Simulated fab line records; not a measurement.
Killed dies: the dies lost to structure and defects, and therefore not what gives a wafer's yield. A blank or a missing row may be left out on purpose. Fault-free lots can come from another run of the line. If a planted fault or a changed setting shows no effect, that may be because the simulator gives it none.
Struck lot and sound lot, side by side || flow rit_cmos || 44 out of 202 route steps
Sound: these wafers, L180.1, L180.2, L180.5. Wafers L186.1, L186.2, L186.4 were the ones struck. At the end, the cause is stated.
Each step with rows lists, per side, the tool, then ch with its chambers, then its first start. Under that, the readings that differ: sound wafers || struck wafers || difference of the means || sigmas: that difference in standard deviations of wafers without a fault.
alike: readings with means less than 2 such deviations apart, plus words and numbers identical on both sides. not compared: withheld readings, readings lacking a value on some wafer, bounds such as >300 that could conceal the same value, and numbers that have no deviation in the record and whose values overlap.
The two part at a step that has a row with sigmas, a row that says differs or no value, or rows on one side only. When numbers do not overlap yet have no deviation, they are printed without sigmas and do not part them. A reading that every wafer of one side lacks parts them only if that side has two wafers or more.

first, 2 steps without rows for these wafers: RIT_NLDD_HARDBAKE_07 (time 60 s); RIT_NLDD_IMPLANT_08.
RIT_NLDD_STRIP_09: strips in O2, time 180 s.
  sound on plasma_asher-02 ch 0,1, day 3 03:19; struck on plasma_asher-04 ch 0,1, day 4 08:24
  alike: drypump_motor_current_A
  not compared: rf_hours_counter_h
RIT_NLDD_TW_MEAS_10:
  struck on film_metro-03, day 4 08:34; sound on film_metro-02, day 3 03:29
  alike: NLDD_TW
then, 6 steps without rows for these wafers: RIT_PLDD_HMDS_00 (prime time 60 s); RIT_PLDD_COAT_01 (resist thk 1000 nm); RIT_PLDD_SOFTBAKE_02 (time 60 s); RIT_PLDD_EXPOSE_03 (exposes mask M8, target cd 40900 nm); RIT_PLDD_PEB_04; RIT_PLDD_DEVELOP_05 (develop time 51.09 s).
RIT_PLDD_OVL_MEAS_06:
  struck on overlay-01, day 4 09:36; sound on overlay-01, day 3 04:24
  alike: PLDD_OVL
then, 1 step without rows for these wafers: RIT_PLDD_HARDBAKE_07 (time 60 s).
RIT_PLDD_IMPLANT_08:
  sound on implanter-03 ch 0, day 3 04:35; struck on implanter-03 ch 0, day 4 09:47
{"reading": "dose_ions_cm2", "sound": "9.001e+14 9.017e+14 9e+14", "struck": "1.785e+14 1.805e+14 1.806e+14", "difference": -7.207e+14, "sigmas": "-99 or more"}
{"reading": "end_station_pressure_torr (Torr)", "sound": "7.3e-06 7.6e-06 7.7e-06", "struck": "5.7e-06 5.6e-06 5.5e-06", "difference": -1.9e-06, "sigmas": -5}
{"reading": "faraday_current_uA", "sound": "2869 2888 2856", "struck": "569 568 571", "difference": -2302, "sigmas": -42}
RIT_PLDD_STRIP_09: strips in O2, time 180 s.
  sound on plasma_asher-03 ch 0,1, day 3 04:44; struck on plasma_asher-02 ch 0,1, day 4 09:56
  alike: drypump_motor_current_A
  not compared: rf_hours_counter_h
RIT_PLDD_TW_MEAS_10:
  struck on film_metro-02, day 4 10:07; sound on film_metro-02, day 3 04:55
{"reading": "PLDD_TW", "sound": "2321 2322 2323", "struck": "1501 1498 1493", "difference": -825, "sigmas": -33}
then, 4 steps without rows for these wafers: RIT_SPACER_CLEAN_00 (cleans in SC1, time 600 s); RIT_SPACER_CLEAN_01 (cleans in dHF, time 30 s); RIT_SPACER_CLEAN_02 (cleans in SC2, time 600 s); RIT_SPACER_CVD_03 (deposits Si3N4 from SiH2Cl2/NH3, target thk 250 nm, time 3300 s).
RIT_SPACER_THK_MEAS_04:
  struck on film_metro-04, day 4 13:17; sound on film_metro-04, day 3 07:17
  alike: SPACER_NITRIDE_THK
RIT_SPACER_ETCHBACK_05: etches Si3N4 in SF6/CHF3, stops on SiO2, target depth 250 nm, time 240 s.
  sound on rie_diel-04 ch 0,3, day 3 07:21; struck on rie_diel-01 ch 1,2, day 4 13:21
  alike: drypump_motor_current_A, oes_product_au, throttle_valve_pct
  not compared: rf_hours_counter_h
then, 6 steps without rows for these wafers: RIT_NSD_HMDS_00 (prime time 60 s); RIT_NSD_COAT_01 (resist thk 989.5 nm); RIT_NSD_SOFTBAKE_02 (time 60 s); RIT_NSD_EXPOSE_03 (exposes mask M9, target cd 40700 nm); RIT_NSD_PEB_04; RIT_NSD_DEVELOP_05 (develop time 50 s).
RIT_NSD_OVL_MEAS_06:
  struck on overlay-01, day 4 14:29; sound on overlay-01, day 3 08:21
  alike: NSD_OVL
then, 2 steps without rows for these wafers: RIT_NSD_HARDBAKE_07 (time 60 s); RIT_NSD_IMPLANT_08.
RIT_NSD_STRIP_09: strips in O2, time 180 s.
  sound on plasma_asher-01 ch 0,1, day 3 08:41; struck on plasma_asher-04 ch 0,1, day 4 14:49
  alike: drypump_motor_current_A
  not compared: rf_hours_counter_h
RIT_NSD_TW_MEAS_10:
  struck on film_metro-01, day 4 14:59; sound on film_metro-03, day 3 08:52
  alike: NSD_TW
then, 6 steps without rows for these wafers: RIT_PSD_HMDS_00 (prime time 60 s); RIT_PSD_COAT_01 (resist thk 1000 nm); RIT_PSD_SOFTBAKE_02 (time 60 s); RIT_PSD_EXPOSE_03 (exposes mask M10, target cd 40900 nm); RIT_PSD_PEB_04; RIT_PSD_DEVELOP_05 (develop time 50 s).
RIT_PSD_OVL_MEAS_06:
  struck on overlay-02, day 4 15:54; sound on overlay-02, day 3 09:49
  alike: PSD_OVL
then, 2 steps without rows for these wafers: RIT_PSD_HARDBAKE_07 (time 60 s); RIT_PSD_IMPLANT_08.
RIT_PSD_STRIP_09: strips in O2, time 180 s.
  sound on plasma_asher-04 ch 0,1, day 3 10:09; struck on plasma_asher-03 ch 0,1, day 4 16:14
  alike: drypump_motor_current_A
  not compared: rf_hours_counter_h
RIT_SDANNEAL_RS_MEAS_06: measures by four-point-probe.
  struck on film_metro-03, day 4 17:10; sound on film_metro-01, day 3 11:04
{"reading": "PLDD_RS (ohm/sq)", "sound": "178.3 178.2 178.8", "struck": "563.5 575.7 570.5", "difference": "+391.5", "sigmas": "+99 or more"}
RIT_M1_PROBE_99:
  rows exist in the record for the struck wafers here (prober-02, day 5 00:11), but not for the sound ones

## WHERE THEY PART
Last at RIT_M1_PROBE_99 as far as this record goes, first at RIT_PLDD_IMPLANT_08.

WHY: what had been put in by the simulator
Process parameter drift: implanter-03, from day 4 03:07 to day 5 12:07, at RIT_PLDD_IMPLANT_08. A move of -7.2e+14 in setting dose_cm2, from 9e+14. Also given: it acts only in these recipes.
